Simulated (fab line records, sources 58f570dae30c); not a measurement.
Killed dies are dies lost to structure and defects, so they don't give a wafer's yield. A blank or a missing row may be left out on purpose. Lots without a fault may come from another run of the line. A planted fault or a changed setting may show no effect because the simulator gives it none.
Which tool did it? | flow berkeley_cmos170 | 12 lots, 36 wafers sampled, at 5 steps of a route of 331

WHAT THE GAUGES READ, wafer by wafer
UCB170_NVT_OVL_MEAS_06. Usual: NVT_OVL -1 nm, standard deviation 4.3.
lot  | measured    | on         | NVT_OVL (nm) | flag
L239 | day 5 17:47 | overlay-01 | -3 4 1       |
L241 | day 6 01:11 | overlay-02 | 0 2 1        |
L240 | day 6 01:01 | overlay-01 | 4 2 3        |
L242 | day 6 03:31 | overlay-02 | 6 -1 2       |
L243 | day 6 10:21 | overlay-02 | 5 1 2        |
L244 | day 6 09:38 | overlay-01 | 10 -1 3      |
L245 | day 6 17:19 | overlay-01 | -2 -4 -2     |
L246 | day 6 17:31 | overlay-02 | -7 -2 0      |
L252 | day 8 04:17 | overlay-02 | -5 -4 2      |
L254 | day 9 06:07 | overlay-02 | 3 2 6        |
L259 | day 9 07:33 | overlay-02 | -2 -3 2      |
L261 | day 9 15:47 | overlay-02 | -9 -7 -5     |

UCB170_V1_BOW_MEAS_03. Usual: V1_BOW 20 um, standard deviation 6.8.
lot  | measured     | on            | V1_BOW (um) | flag
L239 | day 7 12:29  | film_metro-01 | 30 6 26     |
L241 | day 7 12:44  | film_metro-04 | 17 20 9     |
L240 | day 7 12:53  | film_metro-03 | 12 23 13    |
L242 | day 7 19:31  | film_metro-04 | 25 20 17    |
L243 | day 8 02:41  | film_metro-03 | 5 26 12     |
L244 | day 8 02:43  | film_metro-01 | 21 27 22    |
L245 | day 8 13:38  | film_metro-03 | 15 14 18    |
L246 | day 8 13:38  | film_metro-04 | 15 26 28    |
L252 | day 9 22:50  | film_metro-04 | 22 7 20     |
L254 | day 11 03:21 | film_metro-01 | 8 26 29     |
L259 | day 11 07:09 | film_metro-03 | 28 18 22    |
L261 | day 11 07:45 | film_metro-01 | 12 21 24    |

WHICH TOOL RAN EACH LOT (tool, then ch and the chambers of the sampled wafers, then the start)
lot  | UCB170_PWELL_ETCH_14              | UCB170_PWELL_STRIP_16               | UCB170_CONTACT_RTA_08
L239 | rie_diel-02 ch 0,1,3, day 3 02:47 | plasma_asher-01 ch 0,1, day 3 03:05 | rtp_anneal-01 ch 0, day 7 05:13
L241 | rie_diel-04 ch 1,2, day 3 09:47   | plasma_asher-02 ch 0,1, day 3 10:02 | rtp_anneal-01 ch 0, day 7 05:56
L240 | rie_diel-02 ch 0,1, day 3 10:30   | plasma_asher-03 ch 0,1, day 3 10:45 | rtp_anneal-01 ch 0, day 7 06:00
L242 | rie_diel-01 ch 0,1,2, day 3 14:32 | plasma_asher-03 ch 0,1, day 3 14:47 | rtp_anneal-01 ch 0, day 7 09:51
L243 | rie_diel-01 ch 0,1, day 3 21:19   | plasma_asher-02 ch 0, day 3 21:34   | rtp_anneal-01 ch 0, day 7 18:16
L244 | rie_diel-02 ch 1,2,3, day 3 21:34 | plasma_asher-03 ch 0,1, day 3 21:49 | rtp_anneal-02 ch 0, day 7 18:05
L245 | rie_diel-01 ch 0,3, day 4 04:59   | plasma_asher-01 ch 0,1, day 4 05:14 | rtp_anneal-02 ch 0, day 8 05:13
L246 | rie_diel-01 ch 0,1, day 4 09:41   | plasma_asher-01 ch 0, day 4 09:56   | rtp_anneal-01 ch 0, day 8 05:13
L252 | rie_diel-01 ch 2,3, day 5 19:10   | plasma_asher-01 ch 0,1, day 5 19:27 | rtp_anneal-02 ch 0, day 9 15:01
L254 | rie_diel-02 ch 0,2, day 6 09:19   | plasma_asher-01 ch 0,1, day 6 09:37 | rtp_anneal-01 ch 0, day 10 20:11
L259 | rie_diel-04 ch 1,3, day 7 04:34   | plasma_asher-03 ch 0, day 7 04:49   | rtp_anneal-02 ch 0, day 10 21:48
L261 | rie_diel-04 ch 1,2,3, day 7 14:32 | plasma_asher-02 ch 0,1, day 7 14:47 | rtp_anneal-02 ch 0, day 10 23:37
- UCB170_PWELL_ETCH_14: etches Si3N4 in CH3F/Ar/O2, stops on SiO2, target depth 242 nm, time 151 s.
- UCB170_PWELL_STRIP_16: strips in O2.
- UCB170_CONTACT_RTA_08: time 10 s.

WHAT THE TOOLS THEMSELVES READ (means of the sampled wafers that have a number; where no wafer has one, the mark that the record gives instead)
UCB170_PWELL_ETCH_14. Usual: drypump_motor_current_A 5.6 A, standard deviation 0.38; oes_product_au 0.941 a.u., standard deviation 0.017; throttle_valve_pct 8.10 %, standard deviation 0.12.
lot  | tool        | drypump_motor_current_A (A) | oes_product_au (a.u.) | throttle_valve_pct (%) | flag
L239 | rie_diel-02 | 5.5                         | 0.938                 | 8.09                   |
L241 | rie_diel-04 | 5.5                         | 0.933                 | 8.27                   |
L240 | rie_diel-02 | 5.7                         | 0.935                 | 8.08                   |
L242 | rie_diel-01 | 5.7                         | 0.959                 | 8.06                   |
L243 | rie_diel-01 | 5.8                         | 0.968                 | 8.09                   |
L244 | rie_diel-02 | 5.3                         | 0.953                 | 8.14                   |
L245 | rie_diel-01 | 5.6                         | 0.954                 | 8.04                   |
L246 | rie_diel-01 | 5.8                         | 0.969                 | 8.11                   |
L252 | rie_diel-01 | 5.5                         | 0.926                 | 8.07                   |
L254 | rie_diel-02 | 5.5                         | 0.932                 | 8.04                   |
L259 | rie_diel-04 | 5.9                         | 0.927                 | 8.09                   |
L261 | rie_diel-04 | 5.8                         | 0.929                 | 8.15                   |

UCB170_PWELL_STRIP_16. Usual: drypump_motor_current_A 5.62 A, standard deviation 0.19; oes_product_au 0.721 a.u., standard deviation 0.0047; strip_time_to_endpoint_s 18.10 s, standard deviation 0.092.
lot  | tool            | drypump_motor_current_A (A) | oes_product_au (a.u.) | strip_time_to_endpoint_s (s) | flag
L239 | plasma_asher-01 | 5.52                        | 0.719                 | 18.11                        |
L241 | plasma_asher-02 | 5.56                        | 0.724                 | 18.11                        |
L240 | plasma_asher-03 | 5.82                        | 0.722                 | 18.10                        |
L242 | plasma_asher-03 | 5.74                        | 0.724                 | 18.11                        |
L243 | plasma_asher-02 | 5.40                        | 0.725                 | 18.18                        |
L244 | plasma_asher-03 | 5.73                        | 0.720                 | 18.11                        |
L245 | plasma_asher-01 | 5.47                        | 0.722                 | 18.04                        |
L246 | plasma_asher-01 | 5.57                        | 0.721                 | 18.05                        |
L252 | plasma_asher-01 | 5.48                        | 0.720                 | 18.00                        |
L254 | plasma_asher-01 | 5.48                        | 0.722                 | 17.88                        |
L259 | plasma_asher-03 | 5.91                        | 0.720                 | 18.06                        |
L261 | plasma_asher-02 | 5.51                        | 0.716                 | 18.08                        |

UCB170_CONTACT_RTA_08. Usual: lamp_power_pct 22.7 %, standard deviation 1.9; wafer_temp_C_max 903.8, standard deviation 0.78.
lot  | tool          | lamp_power_pct (%) | wafer_temp_C_max | flag
L239 | rtp_anneal-01 | 21.1               | 904.3            |
L241 | rtp_anneal-01 | 21.1               | 903.8            |
L240 | rtp_anneal-01 | 21.1               | 904.0            |
L242 | rtp_anneal-01 | 21.1               | 904.3            |
L243 | rtp_anneal-01 | 21.1               | 903.3            |
L244 | rtp_anneal-02 | 24.9               | 905.1            |
L245 | rtp_anneal-02 | 24.9               | 903.6            |
L246 | rtp_anneal-01 | 21.1               | 903.5            |
L252 | rtp_anneal-02 | 24.9               | 904.5            |
L254 | rtp_anneal-01 | 21.1               | 903.4            |
L259 | rtp_anneal-02 | 24.9               | 903.8            |
L261 | rtp_anneal-02 | 24.9               | 903.7            |

THE ANSWER, worked out from the rows above alone
Rule: a lot is off if the mean of its wafers that have a number lies more than 3 standard deviations from the usual mean. A lot without any number at a reading at which 4 lots or more have one is off too. The other lots that the step has rows for count as sound. The gauges are gone through in route order, then the tools' own readings, and for those a lot's mean is taken as printed above. The first step at which some lot is off is used, and at that step the reading that is off furthest; a lot without a number counts as furthest.
No lot is off at any reading shown: from this, nothing can be told.

WHAT THE SIMULATOR HAD PUT IN
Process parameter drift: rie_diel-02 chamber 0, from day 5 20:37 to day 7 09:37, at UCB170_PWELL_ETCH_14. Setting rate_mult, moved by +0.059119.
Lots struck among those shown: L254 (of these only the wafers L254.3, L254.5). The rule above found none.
